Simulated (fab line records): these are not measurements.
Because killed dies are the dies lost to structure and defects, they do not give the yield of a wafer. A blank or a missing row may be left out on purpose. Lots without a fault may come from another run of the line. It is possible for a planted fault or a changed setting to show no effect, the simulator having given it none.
Shared-tool check	flow berkeley cmos170	Sampled: 15 lots, 45 wafers

WHAT PROMPTED THE OPENING
Of 15 lots, 3 have the reading START_OXIDE_THK flagged at UCB170_START_THK_MEAS_03. Wafers without a fault read 20.2 nm, standard deviation 0.38.
Rule: flag the lot when none of its wafers has a number, or when each of its wafers that has one lies beyond 4 standard deviations from that mean. The rest of the lots are taken to be sound.

lot	measured	on	START_OXIDE_THK (nm), wafer by wafer	flag
L669	day 1 17:22	film metro-02	20.1 19.9 20.3	
L668	day 1 22:20	film metro-03	31.6 30.8 31.5	FLAGGED
L670	day 2 02:08	film metro-01	20.1 20.0 20.2	
L671	day 2 06:47	film metro-02	20.3 20.5 20.1	
L676	day 3 15:08	film metro-02	31.0 31.5 31.0	FLAGGED
L677	day 3 15:08	film metro-03	31.9 32.3 31.9	FLAGGED
L680	day 4 03:22	film metro-01	20.1 20.2 19.9	
L681	day 4 08:22	film metro-03	20.0 20.4 20.2	
L682	day 4 13:46	film metro-03	19.9 19.9 19.7	
L683	day 4 22:15	film metro-02	20.1 20.4 20.5	
L684	day 4 22:16	film metro-03	20.8 20.5 20.7	
L686	day 5 09:41	film metro-03	20.2 20.5 20.7	
L687	day 5 13:46	film metro-02	20.2 19.6 19.6	
L688	day 5 20:17	film metro-02	20.8 20.9 20.8	
L690	day 6 04:49	film metro-03	20.1 20.0 20.1	
On average the flagged lots' numbers are 31.5 nm, which is +11.3 nm against the usual, or +30 standard deviations.

WHICH TOOL EACH LOT WENT THROUGH
The record holds 1 process step before the reading, out of a route of 331 steps. In each cell: the tool, then ch and the chambers that the sampled wafers went through, then the start.
lot	flag	UCB170_START_OXIDATION_02
L669		furnace-02 ch 0, day 1 15:50
L668	FLAGGED	furnace-02 ch 0, day 1 15:50
L670		furnace-01 ch 0, day 2 00:37
L671		furnace-04 ch 0, day 2 05:17
L676	FLAGGED	furnace-02 ch 0, day 3 10:34
L677	FLAGGED	furnace-02 ch 0, day 3 10:34
L680		furnace-02 ch 0, day 4 01:52
L681		furnace-02 ch 0, day 4 06:52
L682		furnace-01 ch 0, day 4 12:14
L683		furnace-02 ch 0, day 4 20:45
L684		furnace-02 ch 0, day 4 20:45
L686		furnace-02 ch 0, day 5 08:11
L687		furnace-04 ch 0, day 5 12:15
L688		furnace-01 ch 0, day 5 18:47
L690		furnace-02 ch 0, day 6 03:19
What the steps here do:
- UCB170_START_OXIDATION_02: target thk 20 nm, ox time 1800 s.
- UCB170_START_THK_MEAS_03

FLAGGED AGAINST TOTAL, ONE TOOL AT A TIME (gauges that did the reading follow at the end)
step	tool	lots run	flagged	share of the flagged lots	sound lots run after its first flagged lot
UCB170_START_OXIDATION_02	furnace-01	3	0	none	-
UCB170_START_OXIDATION_02	furnace-02	10	3	all	6 (L680,L681,L683,L684,L686,L690)
UCB170_START_OXIDATION_02	furnace-04	2	0	none	-
UCB170_START_THK_MEAS_03	film metro-01	2	0	none	-
UCB170_START_THK_MEAS_03	film metro-02	6	1	some	3 (L683,L687,L688)
UCB170_START_THK_MEAS_03	film metro-03	7	2	some	5 (L681,L682,L684,L686,L690)

WHAT IS ALLOWED BY THE TABLE
In the table, 1 row covers all flagged lots: furnace-02 at UCB170_START_OXIDATION_02.
- furnace-02 at UCB170_START_OXIDATION_02: 3 of its 10 lots flagged. Sound lots followed the first flagged one (L680, L681, L683, L684, L686, L690) on it, something a lasting fault affecting the whole tool could not allow.
No row of the table ran every flagged lot and no sound lot after the first.

WHAT THE SIMULATOR PUT IN
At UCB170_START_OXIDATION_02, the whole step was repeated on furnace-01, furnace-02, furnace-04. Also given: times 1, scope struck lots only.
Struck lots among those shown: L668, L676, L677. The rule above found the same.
